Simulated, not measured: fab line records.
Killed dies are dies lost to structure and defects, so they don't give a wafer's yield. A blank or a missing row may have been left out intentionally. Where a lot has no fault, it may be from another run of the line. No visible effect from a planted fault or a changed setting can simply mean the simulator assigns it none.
Struck lot and sound lot, side by side ; flow ritCmos ; 15 steps out of a route of 202
Sound: wafers L680.3, L680.4, L680.6. Struck: wafer L682.6 (left out: L682.2, L682.3 of the same lot, which were not struck); the cause appears at the end.
For every step that has rows: the tool of each side, followed by ch and its chambers, followed by its first start. Under that, the readings that differ: sound wafers ; struck wafers ; difference of the means ; sigmas: that difference in standard deviations of wafers without a fault.
alike: a reading whose means differ by less than 2 such deviations, as well as words and numbers matching on both sides. not compared: withheld readings; readings where some wafer has no value; bounds like >300 that might hide an equal value; numbers whose values overlap and for which the record gives no deviation.
The two part at a step that has a row with sigmas, a row that says differs or no value, or rows on one side only. Numbers that don't overlap but have no deviation are shown without sigmas and don't part them. A reading missing from all wafers of one side parts the sides only when that side holds two or more wafers.

RIT_SILICIDE_RTA_06: time 10 s, ramp up 5 s, ramp down 10 s.
  sound on rtpAnneal-02 ch 0, day 4 10:15; struck on rtpAnneal-02 ch 0, day 4 18:52
  alike: wafer_temp_C_max
RIT_CONTACT_CVD_00: deposits SiO2 from TEOS, target thk 400 nm, time 61 s.
  sound on pecvd-04 ch 0,2, day 4 10:18; struck on pecvd-03 ch 2, day 4 18:55
reading;sound;struck;difference;sigmas
heaterPowerW (W);386 357 403;292;-90;-2
  alike: susceptorTempC
RIT_CONTACT_THK_MEAS_01:
  sound on filmMetro-01, day 4 10:22; struck on filmMetro-01, day 4 18:59
  alike: CONTACT_TEOS_THK
then, 6 steps without rows for these wafers: RIT_CONTACT_HMDS_02 (prime time 60 s); RIT_CONTACT_COAT_03 (resist thk 1000 nm); RIT_CONTACT_SOFTBAKE_04 (time 60 s); RIT_CONTACT_EXPOSE_05 (exposes mask M11, target cd 1000 nm); RIT_CONTACT_PEB_06; RIT_CONTACT_DEVELOP_07 (develop time 120 s).
RIT_CONTACT_CD_MEAS_08: target cd 1000 nm.
  sound on cdSem-01, day 4 11:25; struck on cdSem-01, day 4 20:01
reading;sound;struck;difference;sigmas
cdNm (nm);1002.2 1000.2 1001.2;996.9;-4.3;-2
RIT_CONTACT_OVL_MEAS_09:
  sound on overlay-01, day 4 11:31; struck on overlay-01, day 4 20:07
  alike: CONTACT_OVL
then, 1 step without rows for these wafers: RIT_CONTACT_HARDBAKE_10 (time 60 s).
RIT_CONTACT_ETCH_11: etches SiO2 in CHF3/CF4/Ar, stops on TiSi2, target depth 480 nm, time 320 s.
  sound on rieDiel-02 ch 1,3, day 4 11:41; struck on rieDiel-03 ch 0, day 4 20:18
reading;sound;struck;difference;sigmas
drypumpMotorCurrentA (A);6.2 5.8 6.2;5.1;-1.0;-2
overEtchFrac;0.2 0.2 0.2;0.32762;+0.12762;
model.NOVOLAK_of_CONTACT_COAT_03.thkNm (nm);768.5 769.2 768;760.9;-7.7;
  alike: CHF3_flow_sccm, oesProductAu, throttleValvePct
  not compared: rfHoursCounterH
RIT_CONTACT_STRIP_12: strips in O2, time 180 s.
  sound on plasmaAsher-04 ch 0,1, day 4 11:56; struck on plasmaAsher-01 ch 1, day 4 20:29
  alike: drypumpMotorCurrentA
  not compared: rfHoursCounterH
RIT_M1_PROBE_99:
  sound on prober-02, day 4 16:46; struck on prober-02, day 5 01:43
reading;sound;struck;difference;sigmas
model.etest.nmos_0p15.junctionLog10AUm;-13.54 -13.56 -13.63;-13.17;+0.41;
model.etest.nmosNarrow.offLog10AUm;-13.36 -13.23 -13.28;-13.09;+0.20;
model.etest.antennaContact.vtShiftV (V);-0.009794 -0.00628 -0.009103;-0.01694;-0.00855;
  alike: killedAtFrontEnd, killedDies, killedOpen, killedShort

== WHERE THEY PART ==
Earliest at RIT_CONTACT_CVD_00; latest, in this record, at RIT_CONTACT_ETCH_11. Later steps at which nothing parts them and some readings are alike: RIT_CONTACT_STRIP_12, RIT_M1_PROBE_99.

WHY: the cause the simulator had injected
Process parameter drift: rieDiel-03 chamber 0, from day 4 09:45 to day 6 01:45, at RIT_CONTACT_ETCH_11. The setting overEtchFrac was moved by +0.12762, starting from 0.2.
